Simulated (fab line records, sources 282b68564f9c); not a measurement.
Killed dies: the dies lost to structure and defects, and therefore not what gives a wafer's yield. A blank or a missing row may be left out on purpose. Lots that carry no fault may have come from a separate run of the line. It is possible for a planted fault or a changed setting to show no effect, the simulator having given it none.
fab line records	flow rit_cmos
record: lots: 6	wafers: 18	last_day: 8
route steps=202 shown ACTIVE@2 FOX1@20 FOX2@23
lots that met no fault: from a run of the same line without faults
start_h: hours from the record's first day to the start of the lot's first wafer shown	wait_h: how many hours have passed since the lot's step before this one	" identical to the entry in the row above	L1.1+2: a row that stands for several wafers	- no value, or no start was given	* or withheld: withheld	< > ~ a bound
route shown NAME@n: NAME is a module with steps in the file, n the number in the route of the first one	usual: mean/standard deviation of fault-free wafers	same: alike in all rows	chamber/n: place in a boat	sites: each site's reading	_std_site: the values' standard deviation	_edge_site: outer sites' mean less inner sites'	radius_mm: how far each site lies from the wafer's centre	mask NAME#n: copy n	behind: the last tool/chamber to shape the wafer	hold: cause of the lot's hold/its duration in hours/its outcome	device: transistor that didn't switch, given as n, p or np	end of line: the tests these same wafers got at the end of their route	a step without rows: its recipe alone	killed: the dies lost at the first sort to structure and to defects; this is not the yield of the wafer	map: dies across one wafer; x = killed, . = not, _ = none there
set.NAME: the run value of the setting; set.NAME@STEP: its run value at that earlier step	model.NAME: the simulator's own value behind a step, which no gauge read
lots at selected steps of the route; one table per step, one row per wafer
services: from which hour (start_h, from the record's first day; less than 0 if before it) a tool's chamber was out of use, for how many hours, and why
== steps ==
step: RIT_ACTIVE_OXIDATION_01
recipe: temp_c: 1004	ambient: O2	target_thk_a: 468	ox_time_s: 3360
step: RIT_ACTIVE_THK_MEAS_02
recipe: reads: SiO2_of_ACTIVE_OXIDATION_01
usual: ACTIVE_OXIDE_THK: 48.8/0.71
lot.wafer	tool	chamber	start_h	wait_h	ACTIVE_OXIDE_THK[nm]
L449.2	film_metro-01	-	37.82	0.0	48.3
L449.5	"	-	"	"	47.8
L449.6	"	-	"	"	48.4
L454.1	film_metro-01	-	64.13	0.0	48.3
L454.2	"	-	"	"	49.1
L454.6	"	-	"	"	49.0
L460.3	film_metro-03	-	94.21	0.0	47.9
L460.5	"	-	"	"	47.5
L460.6	"	-	"	"	47.9
L461.3	film_metro-01	-	98.79	0.0	47.8
L461.4	"	-	"	"	48.4
L461.5	"	-	"	"	48.0
L465.1	film_metro-04	-	118.34	0.0	49.6
L465.2	"	-	"	"	50.7
L465.4	"	-	"	"	50.5
L467.4	film_metro-01	-	127.47	0.0	48.4
L467.5	"	-	"	"	49.3
L467.6	"	-	"	"	48.9
step: RIT_ACTIVE_CVD_03
recipe: material: Si3N4	target_thk_nm: 150	temp_c: 810	precursor: SiH2Cl2/NH3	time_s: 1500	pressure_mtorr: 287.7	sih2cl2_flow_sccm: 60	nh3_flow_sccm: 150
step: RIT_ACTIVE_THK_MEAS_04
recipe: reads: Si3N4_of_ACTIVE_CVD_03
usual: ACTIVE_NITRIDE_THK: 148.2/1.1
lot.wafer	tool	chamber	start_h	wait_h	ACTIVE_NITRIDE_THK[nm]
L449.2	film_metro-03	-	39.29	0.0	149.9
L449.5	"	-	"	"	148.4
L449.6	"	-	"	"	148.6
L454.1	film_metro-01	-	66.36	0.0	149.5
L454.2	"	-	"	"	151.1
L454.6	"	-	"	"	148.5
L460.3	film_metro-04	-	95.69	0.0	146.4
L460.5	"	-	"	"	146.9
L460.6	"	-	"	"	147.2
L461.3	film_metro-03	-	100.26	0.0	148.7
L461.4	"	-	"	"	148.7
L461.5	"	-	"	"	150.0
L465.1	film_metro-04	-	119.82	0.0	147.3
L465.2	"	-	"	"	147.9
L465.4	"	-	"	"	148.6
L467.4	film_metro-03	-	129.51	0.0	147.6
L467.5	"	-	"	"	148.2
L467.6	"	-	"	"	148.0
step: RIT_ACTIVE_HMDS_05
recipe: prime_time_s: 60	prime_temp_c: 140
step: RIT_ACTIVE_COAT_06
recipe: resist: NOVOLAK	spin_rpm: 3250	resist_thk_nm: 1000
step: RIT_ACTIVE_SOFTBAKE_07
recipe: resist: NOVOLAK	temp_c: 90	time_s: 60
step: RIT_ACTIVE_EXPOSE_08
recipe: mask_id: M1	na: 0.6	source_shape: conventional	sigma_outer: 0.6	target_cd_nm: 1400	dose_mj: 225
step: RIT_ACTIVE_PEB_09
recipe: resist: NOVOLAK	temp_c: withheld	time_s: withheld
step: RIT_ACTIVE_DEVELOP_10
recipe: resist: NOVOLAK	develop_time_s: 50	dev_temp_c: 23
step: RIT_ACTIVE_CD_MEAS_11
recipe: target_cd_nm: 1400
usual: cd_nm: 1400.1/2.1
lot.wafer	tool	chamber	start_h	wait_h	cd_nm
L449.2	cd_sem-01	-	40.34	-	1396.9
L449.5	"	-	"	"	1398.0
L449.6	"	-	"	"	1398.0
L454.1	cd_sem-02	-	67.39	-	1398.8
L454.2	"	-	"	"	1399.0
L454.6	"	-	"	"	1400.9
L460.3	cd_sem-02	-	96.62	-	1396.7
L460.5	"	-	"	"	1398.2
L460.6	"	-	"	"	1396.7
L461.3	cd_sem-02	-	101.33	-	1401.9
L461.4	"	-	"	"	1402.0
L461.5	"	-	"	"	1400.0
L465.1	cd_sem-02	-	120.73	-	1397.8
L465.2	"	-	"	"	1395.9
L465.4	"	-	"	"	1399.3
L467.4	cd_sem-01	-	130.56	-	1398.6
L467.5	"	-	"	"	1398.3
L467.6	"	-	"	"	1400.2
step: RIT_ACTIVE_HARDBAKE_12
recipe: resist: NOVOLAK	temp_c: 140	time_s: 60
step: RIT_ACTIVE_ETCH_13
recipe: stop_on: SiO2	chemistry: SF6	target: Si3N4	time_s: 210	over_etch_frac: 0.4	SF6_flow_sccm: 200	pressure_mtorr: 260	rf_w: 125	target_depth_a: 2100
usual: drypump_motor_current_A: 6.0/0.5	oes_product_au: 0.815/0.011	throttle_valve_pct: 7.53/0.12
lot.wafer	tool	chamber	start_h	wait_h	drypump_motor_current_A	oes_product_au	rf_hours_counter_h	throttle_valve_pct	model.NOVOLAK_of_ACTIVE_COAT_06.thk_nm	model.ACTIVE.feature_depth_nm	model.SiO2_of_ACTIVE_OXIDATION_01.thk_nm
L449.2	rie_diel-02	1	40.59	0.1	6.5	0.818	1	7.67	652.2	149.9	48.37
L449.5	"	0	"	"	6.2	0.798	-	7.62	647	148.9	47.25
L449.6	"	1	"	"	6.4	0.811	-	7.64	653.6	148.5	48.45
L454.1	rie_diel-03	3	67.66	0.1	5.9	0.829	4	7.65	655.9	149.6	48.27
L454.2	"	1	"	"	6.0	0.813	90	7.53	656.6	151.1	49.02
L454.6	"	2	"	"	6.7	0.808	-	7.37	655.1	148.9	48.46
L460.3	rie_diel-02	3	96.85	0.1	5.1	0.835	69	7.43	574.8	170.8	23.45
L460.5	"	3	"	"	5.1	0.833	-	7.43	575.7	171.3	23.17
L460.6	"	2	"	"	5.7	0.804	-	7.55	582.5	170.4	24.59
L461.3	rie_diel-02	1	101.56	0.1	6.4	0.816	2	7.64	574.8	173	23.52
L461.4	"	2	"	"	5.7	0.813	-	7.53	580.5	172.4	24.64
L461.5	"	0	"	"	6.2	0.808	-	7.63	573.8	175.3	22.74
L465.1	rie_diel-03	0	121.00	0.1	5.1	0.798	14	7.60	647.7	147.3	49.57
L465.2	"	1	"	"	6.0	0.813	91	7.54	651.5	148.1	50.63
L465.4	"	3	"	"	5.9	0.821	5	7.66	649.2	148.6	50.51
L467.4	rie_diel-03	3	130.78	0.1	5.9	0.832	6	7.67	655.5	147.6	48.47
L467.5	"	1	"	"	6.0	0.815	-	7.53	654.7	148.3	49.25
L467.6	"	2	"	"	6.7	0.811	-	7.38	653.8	148.7	48.34
step: RIT_ACTIVE_STRIP_14
recipe: chemistry: O2	time_s: 180	resist: NOVOLAK	platen_temp_c: withheld	power_w: 500	pressure_mtorr: 4000	o2_flow_sccm: 4000
usual: drypump_motor_current_A: 5.89/0.22
lot.wafer	tool	chamber	start_h	wait_h	drypump_motor_current_A	rf_hours_counter_h
L449.2	plasma_asher-02	1	40.72	0.1	5.88	42
L449.5	"	0	"	"	5.76	-
L449.6	"	1	"	"	5.90	-
L454.1	plasma_asher-03	0	67.79	0.1	5.84	42
L454.2	"	1	"	"	5.75	42
L454.6	"	1	"	"	5.75	-
L460.3	plasma_asher-03	0	97.04	0.1	5.85	-
L460.5	"	1	"	"	5.77	-
L460.6	"	0	"	"	5.85	-
L461.3	plasma_asher-01	0	101.75	0.1	5.74	-
L461.4	"	1	"	"	6.48	-
L461.5	"	0	"	"	5.75	-
L465.1	plasma_asher-02	0	121.13	0.1	5.76	51
L465.2	"	1	"	"	5.95	51
L465.4	"	0	"	"	5.76	-
L467.4	plasma_asher-02	0	130.97	0.1	5.78	-
L467.5	"	1	"	"	5.91	-
L467.6	"	0	"	"	5.76	-
step: RIT_ACTIVE_CD_MEAS_90
recipe: target_cd_nm: 1400
usual: cd_nm: 1400.1/2.1
lot.wafer	tool	chamber	start_h	wait_h	cd_nm
L449.2	cd_sem-01	-	40.92	0.1	1397.1
L449.5	"	-	"	"	1398.2
L449.6	"	-	"	"	1397.7
L454.1	cd_sem-02	-	67.97	0.1	1398.7
L454.2	"	-	"	"	1399.1
L454.6	"	-	"	"	1401.2
L460.3	cd_sem-01	-	97.32	0.2	1396.1
L460.5	"	-	"	"	1397.2
L460.6	"	-	"	"	1395.9
L461.3	cd_sem-02	-	101.91	0.1	1401.7
L461.4	"	-	"	"	1402.0
L461.5	"	-	"	"	1399.3
L465.1	cd_sem-02	-	121.31	0.1	1397.6
L465.2	"	-	"	"	1396.2
L465.4	"	-	"	"	1399.5
L467.4	cd_sem-01	-	131.15	0.1	1398.4
L467.5	"	-	"	"	1398.8
L467.6	"	-	"	"	1400.6
step: RIT_ACTIVE_CLEAN_15
recipe: chemistry: SC1	mix: 3:3:50	time_s: 600	temp_c: 75
step: RIT_ACTIVE_CLEAN_16
recipe: chemistry: dHF	dilution: 50:1	time_s: 30
step: RIT_ACTIVE_CLEAN_17
recipe: chemistry: SC2	mix: 3:3:50	time_s: 600	temp_c: 75	dry: n2_spin
step: RIT_FOX1_OXIDATION_00
recipe: temp_c: 1100	ambient: H2O	target_thk_a: 3507	p_h2o_torr: 720	ox_time_s: 1130
step: RIT_FOX1_THK_MEAS_01
recipe: reads: SiO2_of_FOX1_OXIDATION_00
usual: FOX1_OXIDE_THK: 352/6.8
lot.wafer	tool	chamber	start_h	wait_h	FOX1_OXIDE_THK[nm]
L449.2	film_metro-04	-	44.24	0.0	359
L449.5	"	-	"	"	360
L449.6	"	-	"	"	356
L454.1	film_metro-03	-	71.48	0.0	345
L454.2	"	-	"	"	345
L454.6	"	-	"	"	344
L460.3	film_metro-02	-	100.10	0.0	344
L460.5	"	-	"	"	340
L460.6	"	-	"	"	339
L461.3	film_metro-02	-	105.08	0.0	356
L461.4	"	-	"	"	359
L461.5	"	-	"	"	366
L465.1	film_metro-02	-	125.29	0.0	364
L465.2	"	-	"	"	362
L465.4	"	-	"	"	354
L467.4	film_metro-02	-	134.59	0.0	344
L467.5	"	-	"	"	353
L467.6	"	-	"	"	343
step: RIT_FOX1_WET_ETCH_02
recipe: chemistry: BOE	target_depth_nm: 350	time_s: 390	temp_c: 21.5	dry: n2_spin	dilution: 10:1	target: SiO2
step: RIT_FOX2_OXIDATION_00
recipe: temp_c: 1100	ambient: H2O	target_thk_a: 3507	p_h2o_torr: 720	ox_time_s: 1130
step: RIT_FOX2_THK_MEAS_01
recipe: reads: SiO2_of_FOX2_OXIDATION_00
usual: FOX2_OXIDE_THK: 352/8.9
lot.wafer	tool	chamber	start_h	wait_h	FOX2_OXIDE_THK[nm]
L449.2	film_metro-04	-	47.12	0.0	346
L449.5	"	-	"	"	348
L449.6	"	-	"	"	350
L454.1	film_metro-02	-	76.13	0.0	345
L454.2	"	-	"	"	342
L454.6	"	-	"	"	343
L460.3	film_metro-04	-	103.77	0.0	362
L460.5	"	-	"	"	367
L460.6	"	-	"	"	359
L461.3	film_metro-02	-	107.47	0.0	346
L461.4	"	-	"	"	349
L461.5	"	-	"	"	348
L465.1	film_metro-04	-	126.86	0.0	366
L465.2	"	-	"	"	367
L465.4	"	-	"	"	362
L467.4	film_metro-04	-	136.09	0.0	369
L467.5	"	-	"	"	366
L467.6	"	-	"	"	365
step: RIT_FOX2_CLEAN_02
recipe: chemistry: dHF	dilution: 50:1	time_s: 180
step: RIT_FOX2_WET_ETCH_03
recipe: chemistry: H3PO4	target: Si3N4	target_depth_nm: 195	temp_c: 165	time_s: 2700
lot.wafer	tool	chamber	start_h	wait_h	model.SiO2_of_ACTIVE_OXIDATION_01.thk_nm
L449.2	wet_bench-01	1	47.23	0.0	42.96
L449.5	"	1	"	"	41.96
L449.6	"	1	"	"	43.03
L454.1	wet_bench-04	1	76.25	0.0	42.7
L454.2	"	1	"	"	43.38
L454.6	"	1	"	"	42.91
L460.3	wet_bench-04	0	103.87	0.0	20.94
L460.5	"	0	"	"	20.7
L460.6	"	0	"	"	21.95
L461.3	wet_bench-01	1	107.57	0.0	20.86
L461.4	"	1	"	"	21.84
L461.5	"	1	"	"	20.17
L465.1	wet_bench-01	0	126.98	0.0	43.99
L465.2	"	0	"	"	44.99
L465.4	"	0	"	"	44.84
L467.4	wet_bench-01	0	136.18	0.0	43.25
L467.5	"	0	"	"	43.94
L467.6	"	0	"	"	43.1
step: RIT_FOX2_THK_MEAS_90
recipe: reads: SiO2_of_FOX2_OXIDATION_00
usual: FIELD_OXIDE_LEFT_1_THK: 325/8.9
lot.wafer	tool	chamber	start_h	wait_h	FIELD_OXIDE_LEFT_1_THK[nm]
L449.2	film_metro-02	-	48.22	0.0	318
L449.5	"	-	"	"	320
L449.6	"	-	"	"	323
L454.1	film_metro-04	-	77.08	0.0	316
L454.2	"	-	"	"	314
L454.6	"	-	"	"	315
L460.3	film_metro-02	-	104.64	0.0	335
L460.5	"	-	"	"	340
L460.6	"	-	"	"	333
L461.3	film_metro-02	-	108.35	0.0	318
L461.4	"	-	"	"	321
L461.5	"	-	"	"	320
L465.1	film_metro-02	-	127.81	0.0	339
L465.2	"	-	"	"	340
L465.4	"	-	"	"	335
L467.4	film_metro-01	-	136.97	0.0	342
L467.5	"	-	"	"	339
L467.6	"	-	"	"	337
== services ==
tool	chamber	start_h	hours	kind
wet_bench-01	-	33.45	5.7	repair
plasma_asher-02	-	72.58	11.4	pm
rie_diel-03	1	87.23	1.5	repair
rie_diel-02	3	100.56	8.9	repair
plasma_asher-01	-	108.75	9.0	pm
plasma_asher-01	0	108.75	9.0	vent_cycle
plasma_asher-01	1	108.75	9.0	vent_cycle
rie_diel-03	0	109.68	10.8	repair
plasma_asher-03	-	110.39	7.6	repair
plasma_asher-01	0	117.75	-	clean
plasma_asher-01	1	117.75	-	clean
== key ==
first_sign none at tools or gauges
model_effect: step: RIT_ACTIVE_ETCH_13	value: NOVOLAK_of_ACTIVE_COAT_06.thk_nm	without: 656.3	struck: 577
model_effect: step: RIT_FOX2_WET_ETCH_03	value: SiO2_of_ACTIVE_OXIDATION_01.thk_nm	without: 42.57	struck: 21.08
met_at RIT_ACTIVE_ETCH_13
struck_wafers L460.3,L460.5,L460.6,L461.3,L461.4,L461.5
sort_left_out L460.3,L460.5,L460.6,L461.3,L461.4,L461.5
tester_left_out L460,L461
onset_between 40.59 96.85
fault: kind: process_parameter_drift	tool: rie_diel-02	chamber: -	onset_h: 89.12	steps: RIT_ACTIVE_ETCH_13	channel: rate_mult	offset: 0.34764	shape: step	end_h: 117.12
tester_left_out: of these lots the tester's yield and bins aren't shown, on N5 and GAA mostly nor the transistor test; their killed dies are dies lost to structure and defects alone, not to doping, threshold or leakage, so they don't give the yield
sort_left_out: the simulated sort isn't trusted on such a fault, so these wafers' sort isn't shown, and their yield isn't known
